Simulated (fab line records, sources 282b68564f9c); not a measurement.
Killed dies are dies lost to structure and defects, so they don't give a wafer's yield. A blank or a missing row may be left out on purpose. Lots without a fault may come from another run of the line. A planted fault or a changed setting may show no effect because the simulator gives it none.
One fault seen from 2 desks | flow rit_cmos | each desk has only its own numbers; what lay behind them comes last

THE METROLOGY DESK
What the gauges read, lot by lot, whatever tool the lot ran on: means of the sampled wafers that have a number. A lot is out of limits, marked OUT, if its mean lies more than 4 standard deviations from the usual mean; the brackets give that distance.
Columns: A = NSD_RS at RIT_SDANNEAL_RS_MEAS_05, usual 84.51 ohm/sq; B = SILICIDE_TI_RS at RIT_SILICIDE_RS_MEAS_02, usual 49.7 ohm/sq; C = CONTACT_OVL at RIT_CONTACT_OVL_MEAS_09, usual 0.1 nm
lot  | first seen here | A     | B               | C
L803 | day 3 12:47     | 84.57 | 49.3            | 0.6
L804 | day 3 18:05     | 84.22 | 49.4            | -0.6
L807 | day 4 10:02     | 84.38 | 46.4 (-5.8) OUT | 0.9
L809 | day 4 18:35     | 84.63 | 46.6 (-5.5) OUT | -0.0
L815 | day 5 21:17     | 84.32 | 48.8            | 1.7
L816 | day 6 06:33     | 84.32 | 49.3            | 0.9
L817 | day 6 10:13     | 84.54 | 50.2            | -2.3
L819 | day 6 19:44     | 84.38 | 49.7            | -1.8
L820 | day 7 00:17     | 84.73 | 49.6            | -1.6
L821 | day 7 06:07     | 84.78 | 49.4            | 0.8
L822 | day 7 08:34     | 84.12 | 48.9            | -0.5
L823 | day 7 15:43     | 85.01 | 49.0            | -2.6
L824 | day 7 20:13     | 84.13 | 49.9            | 1.1
L825 | day 7 23:04     | 84.49 | 49.0            | 1.1
This desk's finding: out of limits on L807, L809; first on L807, day 4 10:33 (SILICIDE_TI_RS at RIT_SILICIDE_RS_MEAS_02). In limits: L803, L804, L815, L816, L817, L819, L820, L821, L822, L823, L824, L825.

THE TOOL OWNER'S DESK: pvd_sputter-04
The tool's own readings at RIT_SILICIDE_SPUTTER_01 (material Ti, target thk 30 nm, time 240 s): means of the sampled wafers that have a number, for each lot that ran on this tool. A lot is out of limits, marked OUT, if its mean lies more than 4 standard deviations from the usual mean; the brackets give that distance.
Columns: A = chamber_pressure_pa at RIT_SILICIDE_SPUTTER_01, usual 0.6670 Pa; B = substrate_temp_c at RIT_SILICIDE_SPUTTER_01, usual 25.03 C; C = throttle_valve_pct at RIT_SILICIDE_SPUTTER_01, usual 29.9 %
lot  | first seen here | A                | B     | C
L803 | day 3 13:08     | 0.6665           | 25.04 | 30.8
L807 | day 4 10:24     | 0.6452 (-17) OUT | 25.09 | 32.2
L809 | day 4 18:56     | 0.6436 (-18) OUT | 24.92 | 33.1
L822 | day 7 08:56     | 0.6669           | 24.99 | 31.6
This desk's finding: out of limits on L807, L809; first on L807, day 4 10:24 (chamber_pressure_pa at RIT_SILICIDE_SPUTTER_01). In limits: L803, L822.

PUT TOGETHER
The tool owner's desk could have raised an alarm at day 4 10:24, on L807, L809.
The metrology desk could have raised an alarm at day 4 10:33, on L807, L809.
Of the lots named, all ran RIT_SILICIDE_SPUTTER_01 on pvd_sputter-04.

WHAT THE SIMULATOR HAD PUT IN
Process parameter drift: pvd_sputter-04, from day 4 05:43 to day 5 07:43, at RIT_SILICIDE_SPUTTER_01. Setting chamber_pressure_pa, moved by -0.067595, from 0.667. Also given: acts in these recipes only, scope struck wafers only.
Lots struck among those shown: L807, L809.
Hours from the fault's start to each desk's first reading out of limits: the tool owner's desk, 5; the metrology desk, 5.
